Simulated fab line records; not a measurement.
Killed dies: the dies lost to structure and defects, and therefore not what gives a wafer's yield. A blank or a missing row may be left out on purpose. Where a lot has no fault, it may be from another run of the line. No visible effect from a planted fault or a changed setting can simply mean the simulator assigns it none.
Code-filled problem report in 8D (eight disciplines) form    flow rit cmos    the parts of the form that need people (team, actions taken, sign-off) are left out

== 1. WHAT WENT WRONG ==
Mean CONTACT_TEOS_THK at RIT_CONTACT_THK_MEAS_01: 346 nm over 3 wafers in 2 lots; fault-free wafers: 401 nm, standard deviation 5. Relative to the usual mean, that is a shift of -11 standard deviations.
Seen first at day 5 18:18 on film metro-02, wafer L831.1. Wafers with a number at this step in the record: 42, from 14 lots. Rule for "out" (also "out of limits"): further than 4 standard deviations from the usual mean. The rest of the wafers with a number are treated as sound.

== 2. WHAT IT IS, WHAT IT ISN'T ==
question                     is                            is not
which readings at this step  CONTACT_TEOS_THK              -
which lots                   L831, L834                    L819, L820, L821, L822, L823, L825, L826, L830, L833, L838, L840, L842
which wafers of those lots   L831.1, L831.6, L834.5        L831.4, L834.2, L834.4
read on which gauges         film metro-02, film metro-03  film metro-04
when                         from day 5 18:18              up to then (25 sound wafers); but 14 sound wafers of L833, L834, L838, L840, L842 came after

== 3. THE SUSPECTS, EACH WITH WHAT RULES IT OUT ==
Counting: any tool at a process step up to the reading remains a suspect provided it ran every lot that is out. Sound lots after the first of them don't rule it out here, since some wafers of a struck lot are sound.
- the gauge at RIT_CONTACT_THK_MEAS_01 has been ruled out. The wafers that are out were read on 2 gauges (film metro-02, film metro-03).
- pecvd-02 at RIT_CONTACT_CVD_00 (deposits SiO2 from TEOS, target thk 400 nm, time 61 s): kept. It processed each lot that is out (first: L831, day 5 18:15); up to then, its last sound lot is L826 (day 4 19:16).
- In pecvd-02 at RIT_CONTACT_CVD_00, the wafers that are out were processed in chamber 1 and their sound lot-mates in chambers 0, 2.
Remaining after the count: pecvd-02 at RIT_CONTACT_CVD_00.

== 4. THE CAUSE (what the simulator had put in) ==
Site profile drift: pecvd-02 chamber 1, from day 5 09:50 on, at RIT_CONTACT_CVD_00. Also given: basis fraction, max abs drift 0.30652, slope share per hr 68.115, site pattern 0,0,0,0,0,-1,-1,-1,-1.
Only this tool survived the counting.

== 5. THE EFFECT CHAIN, in route order ==
Rows list readings where the struck wafers' mean (over those with a number) sits beyond 3 standard deviations from the usual. Readings are gone through only where the record gives a usual standard deviation; hours: the median, over the lots, of the time from a lot's start at the first step in this table giving one to that lot's start at this step; sigmas: the change measured in usual standard deviations.
hours  step                     reading           usual   on struck wafers  change  sigmas
0      RIT_CONTACT_THK_MEAS_01  CONTACT_TEOS_THK  401 nm  346               -55     -11

== 6. HOW IT WOULD HAVE BEEN CAUGHT EARLIER ==
In this record the first reading out of limits at a measuring or inspecting step was taken at day 5 18:18, 8 hours after the fault began at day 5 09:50.
No tool reading at RIT_CONTACT_CVD_00 that has a usual standard deviation in the record was out on any struck wafer, so an alarm limit of 4 standard deviations on those readings would not have fired.
Lots out: 2; of these, L834 started RIT_CONTACT_CVD_00 on pecvd-02 after day 5 18:18. A hold on the tool at that time would have spared it.
